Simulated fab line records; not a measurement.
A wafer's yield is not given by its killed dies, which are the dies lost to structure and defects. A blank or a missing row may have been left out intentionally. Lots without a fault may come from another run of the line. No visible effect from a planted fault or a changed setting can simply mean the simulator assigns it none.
Split-lot experiment	flow berkeleyCmos170	5 lots, 23 wafers read, on a route of 331 steps

## ON THE SPLIT
At UCB170_NLDD_PEB_04, the setting pebTempC was moved away from the recipe's 130 C on 5 of the 23 wafers read, by +1.2% to +2.9%. The other wafers ran this setting at the recipe's value.

## BETWEEN THE SPLIT AND THE READING: the file shows 1 step in between
- UCB170_NLDD_DEVELOP_05: develop time 45 s

## THE READING
cdNm (nm) at UCB170_NLDD_CD_MEAS_06, where the cd target is 1200 nm. Fault-free wafers of this fab line usually give 1199.7 nm, standard deviation 1.5 nm.

wafer	tool, chamber at the split	pebTempC as run, C	against the recipe	cdNm, nm	against lot-mates on the recipe
L075.1	lithoTrack-01, 0	130	recipe	1198.8	-
L075.3	lithoTrack-01, 0	130	recipe	1198.1	-
L075.4	lithoTrack-01, 0	131.5	+1.2%	1208.9	+10.3
L075.5	lithoTrack-01, 0	131.5	+1.2%	1209.4	+10.8
L075.6	lithoTrack-01, 0	130	recipe	1198.8	-
L078.2	lithoTrack-01, 0	130	recipe	1198.8	-
L078.3	lithoTrack-01, 0	130	recipe	1198.4	-
L078.4	lithoTrack-01, 0	130	recipe	1199.2	-
L078.5	lithoTrack-01, 0	130	recipe	1198.5	-
L078.6	lithoTrack-01, 0	130	recipe	1199.1	-
L079.1	lithoTrack-04, 0	130	recipe	1198.4	-
L079.2	lithoTrack-04, 0	130	recipe	1199.2	-
L079.3	lithoTrack-04, 0	130	recipe	1198.7	-
L079.4	lithoTrack-04, 0	130	recipe	1198.7	-
L079.6	lithoTrack-04, 0	130	recipe	1197.9	-
L081.1	lithoTrack-04, 0	133.8	+2.9%	1222.5	+22.0
L081.3	lithoTrack-04, 0	130	recipe	1201.0	-
L081.4	lithoTrack-04, 0	133.8	+2.9%	1221.6	+21.1
L081.5	lithoTrack-04, 0	133.8	+2.9%	1221.8	+21.3
L081.6	lithoTrack-04, 0	130	recipe	1199.9	-
L084.1	lithoTrack-01, 0	130	recipe	1200.9	-
L084.2	lithoTrack-01, 0	130	recipe	1200.5	-
L084.5	lithoTrack-01, 0	130	recipe	1201.0	-

THE FIT
A straight line over all 23 wafers: cdNm changes by +7.84 nm for each +1% of pebTempC; r = +0.99; the points scatter about the line by 0.96 nm.
The same after taking each lot's own level away (the mean of its wafers on the recipe; 23 wafers): +7.48 nm for each +1%; r = +1.00; scatter 0.71 nm.
According to that fit, moving pebTempC by its largest amount changes the reading by 22 nm.
Across the lots, their own levels run from 1198.57 to 1200.80 nm, a range of 1.5 times the standard deviation given above.
The two slopes are in agreement: the lot-to-lot level therefore moves the slope only a little.
Check: +22 nm against its lot-mates is what the line predicts for one of the wafers moved furthest among these (+2.9%) when that wafer is left out of the fit. Against them it came out at +22 nm.

## ADDITIONAL SPLITS CARRIED BY THESE WAFERS
Note: prior to the reading, these wafers also went through further splits. Each is held against what the fit with the lots' levels taken away leaves over:
other split on the same wafers	wafers away from the commonest value	r with cdNm (lot level and that fit taken away)
UCB170_PWELL_CVD_05 pressureMtorr	15	+0.37
UCB170_PWELL_COAT_08 spinRpm	4	-0.08
UCB170_PWELL_PEB_11 pebTempC	8	-0.45
UCB170_PFIELD_IMPLANT_07 doseCm2	8	-0.20
UCB170_NVT_COAT_01 spinRpm	8	-0.38
UCB170_PVT_IMPLANT_07 doseCm2	9	+0.37
UCB170_PLDD_COAT_01 resistThkNm	7	-0.32

## FILE'S OWN FIT
cdNm changes by +7.59 nm for each +1% of pebTempC, r = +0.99.
